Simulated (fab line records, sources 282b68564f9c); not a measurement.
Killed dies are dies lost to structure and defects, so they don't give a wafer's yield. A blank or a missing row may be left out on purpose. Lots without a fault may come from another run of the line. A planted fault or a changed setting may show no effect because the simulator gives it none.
A struck lot beside a sound one | flow rit_cmos | 32 steps out of a route of 202
Sound: wafers L212.1, L212.2, L212.6. Struck: wafers L222.2, L222.4, L222.6. The cause comes at the end.
At each step with rows: each side's tool, then ch and its chambers, then its first start. Under that, the readings that differ: sound wafers | struck wafers | difference of the means | sigmas: that difference in standard deviations of wafers without a fault.
alike: readings whose means differ by less than 2 such deviations, and words and numbers that are the same on both sides. not compared: withheld readings, readings that some wafer has no value for, bounds like >300 that may hide the same value, and numbers for which the record gives no deviation and whose values overlap.
The two part at a step that has a row with sigmas, a row that says differs or no value, or rows on one side only. Numbers that don't overlap but have no deviation are shown without sigmas and don't part them. A reading that every wafer of one side lacks parts them only if that side has two wafers or more.

RIT_ACTIVE_BOW_MEAS_00:
  sound on film_metro-02, day 2 11:00; struck on film_metro-04, day 4 13:01
  alike: INCOMING_BOW
RIT_ACTIVE_OXIDATION_01: target thk 46.8 nm, ox time 3360 s.
  sound on furnace-03 ch 0, day 2 11:38; struck on furnace-03 ch 0, day 4 13:59
  alike: tube_center_temp_C_max
RIT_ACTIVE_THK_MEAS_02:
  sound on film_metro-04, day 2 13:34; struck on film_metro-02, day 4 15:56
  alike: ACTIVE_OXIDE_THK
then, 1 step without rows for these wafers: RIT_ACTIVE_CVD_03 (deposits Si3N4 from SiH2Cl2/NH3, target thk 150 nm, time 1500 s).
RIT_ACTIVE_THK_MEAS_04:
  sound on film_metro-01, day 2 15:02; struck on film_metro-01, day 4 17:25
  reading                 | sound             | struck            | difference | sigmas
  ACTIVE_NITRIDE_THK (nm) | 146.8 147.2 147.3 | 151.1 151.2 151.5 | +4.2       | +3
then, 6 steps without rows for these wafers: RIT_ACTIVE_HMDS_05 (prime time 60 s); RIT_ACTIVE_COAT_06 (resist thk 1000 nm); RIT_ACTIVE_SOFTBAKE_07 (time 60 s); RIT_ACTIVE_EXPOSE_08 (exposes mask M1, target cd 1400 nm); RIT_ACTIVE_PEB_09; RIT_ACTIVE_DEVELOP_10 (develop time 50 s).
RIT_ACTIVE_CD_MEAS_11: target cd 1400 nm.
  sound on cd_sem-02, day 2 15:57; struck on cd_sem-02, day 4 18:27
  alike: cd_nm
then, 1 step without rows for these wafers: RIT_ACTIVE_HARDBAKE_12 (time 60 s).
RIT_ACTIVE_ETCH_13: etches Si3N4 in SF6, stops on SiO2, time 205.4 s, target depth 210 nm.
  sound on rie_diel-03 ch 1,3, day 2 16:13; struck on rie_diel-01 ch 0,1,3, day 4 18:42
  alike: drypump_motor_current_A, oes_product_au, throttle_valve_pct
  not compared: rf_hours_counter_h
RIT_ACTIVE_STRIP_14: strips in O2, time 180 s.
  sound on plasma_asher-04 ch 0,1, day 2 16:21; struck on plasma_asher-04 ch 0, day 4 18:50
  alike: drypump_motor_current_A, o2_flow_sccm
  not compared: rf_hours_counter_h
RIT_ACTIVE_CD_MEAS_90: target cd 1400 nm.
  sound on cd_sem-01, day 2 16:32; struck on cd_sem-02, day 4 19:02
  alike: cd_nm
then, 4 steps without rows for these wafers: RIT_ACTIVE_CLEAN_15 (cleans in SC1, time 600 s); RIT_ACTIVE_CLEAN_16 (cleans in dHF, time 30 s); RIT_ACTIVE_CLEAN_17 (cleans in SC2, time 600 s); RIT_FOX1_OXIDATION_00 (target thk 350.7 nm, ox time 1130 s).
RIT_FOX1_THK_MEAS_01:
  sound on film_metro-03, day 2 20:32; struck on film_metro-02, day 5 01:28
  alike: FOX1_OXIDE_THK
then, 2 steps without rows for these wafers: RIT_FOX1_WET_ETCH_02 (etches SiO2 in BOE, target depth 350 nm, time 390 s); RIT_FOX2_OXIDATION_00 (target thk 350.7 nm, ox time 1130 s).
RIT_FOX2_THK_MEAS_01:
  sound on film_metro-03, day 2 23:00; struck on film_metro-01, day 5 04:50
  alike: FOX2_OXIDE_THK
then, 2 steps without rows for these wafers: RIT_FOX2_CLEAN_02 (cleans in dHF, time 180 s); RIT_FOX2_WET_ETCH_03 (etches Si3N4 in H3PO4, target depth 195 nm, time 2700 s).
RIT_FOX2_THK_MEAS_90:
  sound on film_metro-03, day 2 23:52; struck on film_metro-01, day 5 05:46
  alike: FIELD_OXIDE_LEFT_1_THK
then, 4 steps without rows for these wafers: RIT_NWELL_HMDS_00 (prime time 60 s); RIT_NWELL_COAT_01 (resist thk 1300 nm); RIT_NWELL_SOFTBAKE_02 (time 60 s); RIT_NWELL_EXPOSE_03 (exposes mask M2, target cd 43900 nm).
RIT_M1_PROBE_99:
  sound on prober-02, day 4 14:16; struck on prober-02, day 7 04:44
  reading             | sound | struck      | difference | sigmas
  killed_at_front_end | 8 3 3 | 123 108 107 | +108       | +37
  killed_dies         | 8 3 3 | 123 108 107 | +108       | +36
  killed_on_rim       | 2 1 0 | 34 31 30    | +31        | +22
  alike: killed_at_contacts, killed_open, killed_short

WHERE THEY PART
First at RIT_ACTIVE_THK_MEAS_04; last, within this record, at RIT_M1_PROBE_99.

WHY: what the simulator had put in
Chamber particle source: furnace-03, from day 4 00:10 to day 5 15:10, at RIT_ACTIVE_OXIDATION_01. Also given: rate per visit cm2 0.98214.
